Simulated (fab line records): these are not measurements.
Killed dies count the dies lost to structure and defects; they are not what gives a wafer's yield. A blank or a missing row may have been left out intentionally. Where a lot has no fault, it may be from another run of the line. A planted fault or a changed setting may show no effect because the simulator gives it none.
A lot that was struck, set against a sound lot / flow rit cmos / 27 steps out of a route of 202
Sound: wafers L398.2, L398.5, L398.6. Wafers struck: L412.2, L412.3, L412.4. Last of all comes the cause.
Each step with rows lists, per side, the tool, then ch with its chambers, then its first start. Under that, the readings that differ: sound wafers / struck wafers / difference of the means / sigmas: that difference in standard deviations of wafers without a fault.
alike: readings with means less than 2 such deviations apart, plus words and numbers identical on both sides. not compared: withheld readings, readings lacking a value on some wafer, bounds such as >300 that could conceal the same value, and numbers that have no deviation in the record and whose values overlap.
A row with sigmas, a row that says differs or no value, or rows on one side alone: a step with any of these is where the two part. Non-overlapping numbers with no deviation appear without sigmas and do not part them. A reading that every wafer of one side lacks parts them only if that side has two wafers or more.

RIT_ACTIVE_BOW_MEAS_00:
  sound on film metro-03 at day 2 01:01; struck on film metro-02 at day 4 23:01
  alike: INCOMING_BOW
then, 1 step without rows for these wafers: RIT_ACTIVE_OXIDATION_01 (target thk 46.8 nm, ox time 3360 s).
RIT_ACTIVE_THK_MEAS_02:
  sound on film metro-02 at day 2 03:04; struck on film metro-03 at day 5 01:04
  alike: ACTIVE_OXIDE_THK
RIT_ACTIVE_CVD_03: deposits Si3N4 from SiH2Cl2/NH3, target thk 150 nm, time 1500 s.
  sound on lpcvd-02 ch 0, day 2 03:07; struck on lpcvd-01 ch 1, day 5 01:07
reading=spike tc centre C (C); sound=812.2 813.3 811.8; struck=826.8 826.6 822.9; difference=+13.0; sigmas=+13
reading=spike tc load C (C); sound=836 836 837; struck=851 850 850; difference=+14; sigmas=+4
reading=spike tc source C (C); sound=829 831 831; struck=846 849 846; difference=+17; sigmas=+4
reading=zone power load pct (%); sound=18.8 18.8 19.1; struck=21.8 21.3 21.4; difference=+2.6; sigmas=+2
reading=model.Si3N4_of_ACTIVE_CVD_03.thk nm (nm); sound=151.2 150.1 151.6; struck=185.7 185 184.8; difference=+34.2; sigmas=
RIT_ACTIVE_THK_MEAS_04:
  sound on film metro-01 at day 2 04:32; struck on film metro-01 at day 5 02:32
reading=ACTIVE_NITRIDE_THK (nm); sound=151.1 150.1 151.6; struck=185.6 184.9 184.8; difference=+34.2; sigmas=+21
then, 6 steps without rows for these wafers: RIT_ACTIVE_HMDS_05 (prime time 60 s); RIT_ACTIVE_COAT_06 (resist thk 1000 nm); RIT_ACTIVE_SOFTBAKE_07 (time 60 s); RIT_ACTIVE_EXPOSE_08 (exposes mask M1, target cd 1400 nm); RIT_ACTIVE_PEB_09; RIT_ACTIVE_DEVELOP_10 (develop time 50 s).
RIT_ACTIVE_CD_MEAS_11 targets a cd of 1400 nm.
  sound on cd sem-02 at day 2 05:28; struck on cd sem-02 at day 5 03:46
  alike: cd nm
then, 1 step without rows for these wafers: RIT_ACTIVE_HARDBAKE_12 (time 60 s).
RIT_ACTIVE_ETCH_13: etches Si3N4 in SF6, stops on SiO2, time 210 s, target depth 210 nm.
  sound on rie diel-01 ch 2,3, day 2 05:43; struck on rie diel-01 ch 0,1,3, day 5 04:01
reading=oes product au (a.u.); sound=0.813 0.834 0.819; struck=0.942 0.893 0.912; difference=+0.094; sigmas=+7
reading=model.etch.depth nm (nm); sound=151.2 150.1 151.6; struck=185.7 185 184.8; difference=+34.2; sigmas=
reading=model.ACTIVE.feature depth nm (nm); sound=151.2 151.7 151.6; struck=187.4 185 185.1; difference=+34.3; sigmas=
  alike: drypump motor current A, throttle valve pct
  not compared: rf hours counter h
RIT_ACTIVE_STRIP_14: strips in O2, time 180 s.
  sound on plasma asher-04 ch 0,1, day 2 05:50; struck on plasma asher-04 ch 0,1, day 5 04:08
  alike: drypump motor current A, o2 flow sccm
  not compared: rf hours counter h
RIT_ACTIVE_CD_MEAS_90 targets a cd of 1400 nm.
  sound on cd sem-02 at day 2 06:02; struck on cd sem-02 at day 5 04:20
  alike: cd nm
then, 4 steps without rows for these wafers: RIT_ACTIVE_CLEAN_15 (cleans in SC1, time 600 s); RIT_ACTIVE_CLEAN_16 (cleans in dHF, time 30 s); RIT_ACTIVE_CLEAN_17 (cleans in SC2, time 600 s); RIT_FOX1_OXIDATION_00 (target thk 350.7 nm, ox time 1130 s).
RIT_FOX1_THK_MEAS_01:
  sound on film metro-04 at day 2 08:00; struck on film metro-01 at day 5 06:53
  alike: FOX1_OXIDE_THK
then, 2 steps without rows for these wafers: RIT_FOX1_WET_ETCH_02 (etches SiO2 in BOE, target depth 350 nm, time 390 s); RIT_FOX2_OXIDATION_00 (target thk 350.7 nm, ox time 1130 s).
RIT_FOX2_THK_MEAS_01:
  sound on film metro-04 at day 2 09:29; struck on film metro-02 at day 5 08:22
  alike: FOX2_OXIDE_THK
RIT_FOX2_CLEAN_02: cleans in dHF, time 180 s.
  sound on wet bench-03 ch 2, day 2 09:32; struck on wet bench-04 ch 0, day 5 08:25
reading=model.Si3N4_of_ACTIVE_CVD_03.thk nm (nm); sound=132.3 131.1 132.7; struck=166.8 166.1 166; difference=+34.3; sigmas=
then, 1 step without rows for these wafers: RIT_FOX2_WET_ETCH_03 (etches Si3N4 in H3PO4, target depth 195 nm, time 2700 s).
RIT_M1_PROBE_99:
  sound on prober-02 at day 4 01:44; struck on prober-02 at day 6 22:41
  alike: killed_at_M0_to_M3, killed at front end, killed dies, killed open, killed short
  not compared: model.etest.nldd.width nm, model.etest.pldd.width nm

WHERE THEY PART
First at RIT_ACTIVE_CVD_03; last, within this record, at RIT_ACTIVE_ETCH_13. Later steps at which nothing parts them and some readings are alike: RIT_ACTIVE_STRIP_14, RIT_ACTIVE_CD_MEAS_90, RIT_FOX1_THK_MEAS_01, RIT_FOX2_THK_MEAS_01, RIT_M1_PROBE_99.

WHY: the cause the simulator had injected
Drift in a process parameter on lpcvd-01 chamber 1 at RIT_ACTIVE_CVD_03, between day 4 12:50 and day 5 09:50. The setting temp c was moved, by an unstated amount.
